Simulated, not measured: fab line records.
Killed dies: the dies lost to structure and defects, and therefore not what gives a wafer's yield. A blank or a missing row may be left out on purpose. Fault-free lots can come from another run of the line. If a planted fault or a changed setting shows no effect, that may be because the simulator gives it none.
Which tool did it?    flow berkeley_cmos170    14 lots with 42 wafers sampled at 3 steps, on a route of 331 steps

WHAT THE GAUGES SHOWED, per wafer
UCB170_M1_OVL_MEAS_10.
lot   measured      on          M1_OVL (nm)
L857  day 7 13:34   overlay-01  2 -10 -3
L861  day 7 13:17   overlay-01  -9 -1 -4
L858  day 7 13:00   overlay-02  2 -6 5
L862  day 8 03:35   overlay-02  4 -1 5
L865  day 9 05:41   overlay-02  -5 -8 -4
L868  day 9 09:35   overlay-02  -2 2 8
L867  day 9 09:01   overlay-02  0 9 7
L870  day 9 15:31   overlay-02  8 4 5
L869  day 10 10:26  overlay-01  4 7 12
L872  day 10 05:21  overlay-02  12 8 7
L876  day 10 22:29  overlay-01  -10 -8 -1
L875  day 10 22:37  overlay-02  -7 -4 -5
L877  day 11 01:14  overlay-02  5 0 5
L878  day 11 00:58  overlay-02  -1 -2 6

UCB170_V1_OVL_MEAS_13.
lot   measured      on          V1_OVL (nm)
L857  day 7 18:53   overlay-01  10 6 15
L861  day 7 18:38   overlay-02  2 0 1
L858  day 7 18:28   overlay-01  10 2 7
L862  day 8 08:31   overlay-01  1 4 -1
L865  day 9 12:07   overlay-02  -4 -7 0
L868  day 9 14:47   overlay-01  -13 -6 -7
L867  day 9 14:32   overlay-02  -2 2 0
L870  day 9 22:18   overlay-01  4 -2 6
L869  day 10 17:15  overlay-01  9 11 0
L872  day 10 11:27  overlay-02  -2 -1 5
L876  day 11 04:02  overlay-02  4 2 1
L875  day 11 04:17  overlay-01  -2 4 1
L877  day 11 08:13  overlay-02  3 -3 -10
L878  day 11 08:20  overlay-01  -4 7 0

WHICH TOOL RAN EACH LOT (tool, then ch and the chambers of the sampled wafers, then the start)
lot   UCB170_NSD_STRIP_09
L857  plasma_asher-01 ch 0,1, day 7 03:11
L861  plasma_asher-03 ch 0,1, day 7 03:18
L858  plasma_asher-01 ch 0,1, day 7 03:27
L862  plasma_asher-02 ch 0,1, day 7 15:57
L865  plasma_asher-02 ch 0,1, day 8 20:39
L868  plasma_asher-02 ch 0,1, day 8 21:37
L867  plasma_asher-01 ch 0,1, day 8 22:20
L870  plasma_asher-02 ch 0,1, day 9 05:46
L869  plasma_asher-01 ch 0,1, day 9 09:39
L872  plasma_asher-03 ch 0,1, day 9 18:35
L876  plasma_asher-01 ch 0, day 10 12:10
L875  plasma_asher-03 ch 0, day 10 12:19
L877  plasma_asher-01 ch 0,1, day 10 12:41
L878  plasma_asher-03 ch 0,1, day 10 12:48
- UCB170_NSD_STRIP_09: strips in O2.

AS READ BY THE TOOLS THEMSELVES (means over the sampled wafers that have a number; for cases with no such wafer, the mark the record gives instead)
UCB170_NSD_STRIP_09.
lot   tool             drypump_motor_current_A (A)  oes_product_au (a.u.)  strip_time_to_endpoint_s (s)
L857  plasma_asher-01  6.2                          0.532                  35.84
L861  plasma_asher-03  5.5                          0.539                  35.85
L858  plasma_asher-01  6.2                          0.529                  35.78
L862  plasma_asher-02  5.6                          0.535                  35.84
L865  plasma_asher-02  5.6                          0.534                  35.80
L868  plasma_asher-02  5.6                          0.580                  31.09
L867  plasma_asher-01  6.2                          0.537                  35.78
L870  plasma_asher-02  5.4                          0.580                  31.02
L869  plasma_asher-01  6.2                          0.537                  35.77
L872  plasma_asher-03  5.5                          0.531                  35.78
L876  plasma_asher-01  6.3                          0.532                  35.80
L875  plasma_asher-03  5.5                          0.536                  35.84
L877  plasma_asher-01  6.0                          0.531                  35.93
L878  plasma_asher-03  5.5                          0.534                  35.79

THE ANSWER, worked out from the rows above alone
Rule: what is usual is taken from the lots themselves. Put in order of their means at a reading, lots are off if they are a third of the lots or fewer, leave a main group of 4 or more, and stand apart from it by a gap of 3 or more times the standard deviation of the main group's means; of several such gaps the widest counts. A main group whose means are all the same, to the digits that the tables above print for the reading, isn't used. A lot without any number at a reading at which 4 lots or more have one is off too. Any other lot the step has rows for is counted as sound. First the gauges in route order, then the tools' own readings, where a lot's mean is used as printed above. The first step at which some lot is off is used, and at that step the reading that is off furthest; a lot without a number counts as furthest.
Off: L868, L870, at UCB170_NSD_STRIP_09 (strip_time_to_endpoint_s). The main group has a mean of 35.82 s with a standard deviation of 0.044.
A tool fits if, at that step or a process step before it, it ran every lot that is off, and no sound lot after the first of them. One fits: plasma_asher-02 at UCB170_NSD_STRIP_09. Its last sound lot is L865 (day 8 20:39), its first lot that is off L868 (day 8 21:37): a fault that began between those two fits.
The tool's own readings at UCB170_NSD_STRIP_09 bear it out: on the lots that are off they differ by more than 5 times the standard deviation of the sound lots' means. oes_product_au reads 0.580 a.u. there against 0.534 a.u. on the sound lots; strip_time_to_endpoint_s reads 31.05 s there against 35.82 s on the sound lots.

WHAT THE SIMULATOR PUT IN
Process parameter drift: plasma_asher-02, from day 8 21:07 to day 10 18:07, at UCB170_NSD_STRIP_09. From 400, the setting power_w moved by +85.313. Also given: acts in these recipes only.
Struck lots among those shown: L868, L870. Same finding as the rule above.
